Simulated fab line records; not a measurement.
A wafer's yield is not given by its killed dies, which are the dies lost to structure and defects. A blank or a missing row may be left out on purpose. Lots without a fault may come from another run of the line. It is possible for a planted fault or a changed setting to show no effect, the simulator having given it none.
One fault through the eyes of 2 desks    flow berkeley-cmos170    each desk has only its own numbers; what lay behind them comes last

FOR THE TOOL OWNER'S DESK: rie-metal-01
The tool's own readings at UCB170_M3_METAL_ETCH_18 (etches Al in Cl2/BCl3, stops on SiO2, target depth 1170 nm, time 195 s): means of the sampled wafers that have a number, for each lot that ran on this tool. If a lot's mean is further than 4 standard deviations from the usual mean, the lot is out of limits and carries the mark OUT (the distance appears in the brackets).
Columns: A = drypump-motor-current-A at UCB170_M3_METAL_ETCH_18, usual 5.68 A; B = oes-product-au at UCB170_M3_METAL_ETCH_18, usual 0.864 a.u.; C = throttle-valve-pct at UCB170_M3_METAL_ETCH_18, usual 24.6 %
lot   first seen here  A     B                 C
L206  day 8 19:20      6.11  0.871             24.9
L209  day 10 01:39     5.84  0.870             24.4
L216  day 11 14:12     5.84  0.864             24.4
L215  day 11 14:49     5.97  0.867             24.6
L221  day 12 13:20     6.08  0.898 (+4.3) OUT  24.9
L222  day 12 21:51     5.83  0.887             24.4
Finding of this desk: L221 out of limits; the first was L221 at day 12 13:20, on oes-product-au at UCB170_M3_METAL_ETCH_18. L206, L209, L216, L215, L222: within limits.

AT THE METROLOGY DESK
Lot by lot, what the gauges showed, no matter which tool ran the lot: averages of those sampled wafers that carry a number. If a lot's mean is further than 4 standard deviations from the usual mean, the lot is out of limits and carries the mark OUT (the distance appears in the brackets).
Columns: A = cd-nm at UCB170_CONTACT_CD_MEAS_90, usual 700.1 nm; B = M2_AL_THK at UCB170_M2_THK_MEAS_03, usual 901 nm
lot   first seen here  A      B
L203  day 7 17:56      699.0  897
L204  day 7 20:43      699.7  911
L206  day 8 05:19      698.9  895
L208  day 8 19:57      700.0  886
L207  day 8 20:17      698.8  910
L209  day 9 10:25      699.3  914
L212  day 9 11:50      697.1  892
L210  day 9 12:11      701.7  895
L216  day 10 19:00     700.4  906
L214  day 10 19:18     702.3  907
L215  day 10 19:35     699.2  908
L221  day 11 22:20     700.5  896
L222  day 12 08:07     700.2  902
L224  day 13 04:35     701.9  901
Result from this desk: across the 14 lots, nothing is out of limits.

PUT TOGETHER
An alarm could have come from the tool owner's desk at day 12 13:20, on L221.
Metrology desk: nothing out of limits seen.
The metrology desk holds a record of L221, inside its limits.
Of the lots named, all ran UCB170_M3_METAL_ETCH_18 on rie-metal-01.

WHAT THE SIMULATOR HAD INSERTED
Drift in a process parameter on rie-metal-01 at UCB170_M3_METAL_ETCH_18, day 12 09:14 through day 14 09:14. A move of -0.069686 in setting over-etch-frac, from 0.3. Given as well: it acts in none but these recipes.
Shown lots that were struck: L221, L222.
Each desk's first reading out of limits, in hours after the fault started: the tool owner's desk, 4.
